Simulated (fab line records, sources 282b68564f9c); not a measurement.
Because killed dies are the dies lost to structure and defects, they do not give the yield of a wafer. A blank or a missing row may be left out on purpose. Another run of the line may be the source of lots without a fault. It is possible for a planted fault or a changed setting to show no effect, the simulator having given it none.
Struck lot and sound lot, side by side / flow rit-cmos / 16 steps out of a route of 202
Sound: these wafers, L145.1, L145.3, L145.5. Wafers struck: L151.1, L151.5, L151.6. The cause is named last.
Each step with rows lists, per side, the tool, then ch with its chambers, then its first start. Under that, the readings that differ: sound wafers / struck wafers / difference of the means / sigmas: that difference in standard deviations of wafers without a fault.
alike: same words and numbers on both sides, and readings whose means sit less than 2 such deviations apart. not compared: any withheld reading, any reading some wafer has no value for, any bound like >300 that may hide the same value, and any number with overlapping values for which the record gives no deviation.
A row with sigmas, a row that says differs or no value, or rows on one side alone: a step with any of these is where the two part. When numbers do not overlap yet have no deviation, they are printed without sigmas and do not part them. A reading missing from all wafers of one side parts the sides only when that side holds two or more wafers.

first, 4 steps without rows for these wafers: RIT_ACTIVE_SOFTBAKE_07 (time 57.02 s); RIT_ACTIVE_EXPOSE_08 (exposes mask M1, target cd 1400 nm); RIT_ACTIVE_PEB_09; RIT_ACTIVE_DEVELOP_10 (develop time 50 s).
RIT_ACTIVE_CD_MEAS_11 targets a cd of 1400 nm.
  sound on cd-sem-02 at day 3 02:13; struck on cd-sem-01 at day 4 08:49
  alike: cd-nm
then, 1 step without rows for these wafers: RIT_ACTIVE_HARDBAKE_12 (time 60 s).
RIT_ACTIVE_ETCH_13: etches Si3N4 in SF6, stops on SiO2, time 210 s, target depth 210 nm.
  sound on rie-diel-01 ch 0,1,3, day 3 02:29; struck on rie-diel-02 ch 1,2,3, day 4 09:05
  alike: drypump-motor-current-A, oes-product-au, throttle-valve-pct
  not compared: rf-hours-counter-h
RIT_ACTIVE_STRIP_14: strips in O2, time 180 s.
  sound on plasma-asher-01 ch 0, day 3 02:38; struck on plasma-asher-02 ch 0,1, day 4 09:13
  alike: drypump-motor-current-A, rf-refl-power-W
  not compared: rf-hours-counter-h
RIT_ACTIVE_CD_MEAS_90 targets a cd of 1400 nm.
  sound on cd-sem-01 at day 3 02:48; struck on cd-sem-01 at day 4 09:23
  alike: cd-nm
then, 3 steps without rows for these wafers: RIT_ACTIVE_CLEAN_15 (cleans in SC1, time 600 s); RIT_ACTIVE_CLEAN_16 (cleans in dHF, time 30 s); RIT_ACTIVE_CLEAN_17 (cleans in SC2, time 600 s).
RIT_FOX1_OXIDATION_00: target thk 350.7 nm, ox time 1130 s.
  sound on furnace-03 ch 0, day 3 04:03; struck on furnace-03 ch 0, day 4 09:54
reading=spike-tc-centre-C (C); sound=1101.3 1100.9 1103.0; struck=1136.4 1135.4 1136.9; difference=+34.5; sigmas=+31
reading=spike-tc-load-C (C); sound=1123.6 1122.0 1123.1; struck=1157.3 1159.0 1159.4; difference=+35.7; sigmas=+20
reading=spike-tc-source-C (C); sound=1124 1128 1126; struck=1162 1160 1162; difference=+35; sigmas=+11
reading=tube-center-temp-C (C); sound=1100 1100 1099.9; struck=1135 1135 1135.1; difference=+35; sigmas=+99 or more
reading=tube_center_temp_C_max; sound=1102.5 1103.7 1102.7; struck=1137.8 1138.1 1137.6; difference=+34.9; sigmas=+68
reading=model.SiO2_of_FOX1_OXIDATION_00.thk-nm (nm); sound=338.2 344.9 354.3; struck=413.3 404.9 403.8; difference=+61.5; sigmas=
  alike: zone-power-load-pct, zone-power-source-pct
RIT_FOX1_THK_MEAS_01:
  sound on film-metro-03 at day 3 05:22; struck on film-metro-02 at day 4 11:13
reading=FOX1_OXIDE_THK (nm); sound=338 345 354; struck=413 405 404; difference=+62; sigmas=+9
then, 1 step without rows for these wafers: RIT_FOX1_WET_ETCH_02 (etches SiO2 in BOE, target depth 350 nm, time 390 s).
RIT_M1_PROBE_99:
  rows exist in the record for the sound wafers here (prober-02, day 4 23:16), none for the struck ones

## WHERE THEY PART
At RIT_FOX1_OXIDATION_00 first; at RIT_M1_PROBE_99 last (within this record only).

WHY: what the simulator had put in
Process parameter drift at RIT_FOX1_OXIDATION_00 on furnace-03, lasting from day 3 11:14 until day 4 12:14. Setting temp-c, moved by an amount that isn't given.
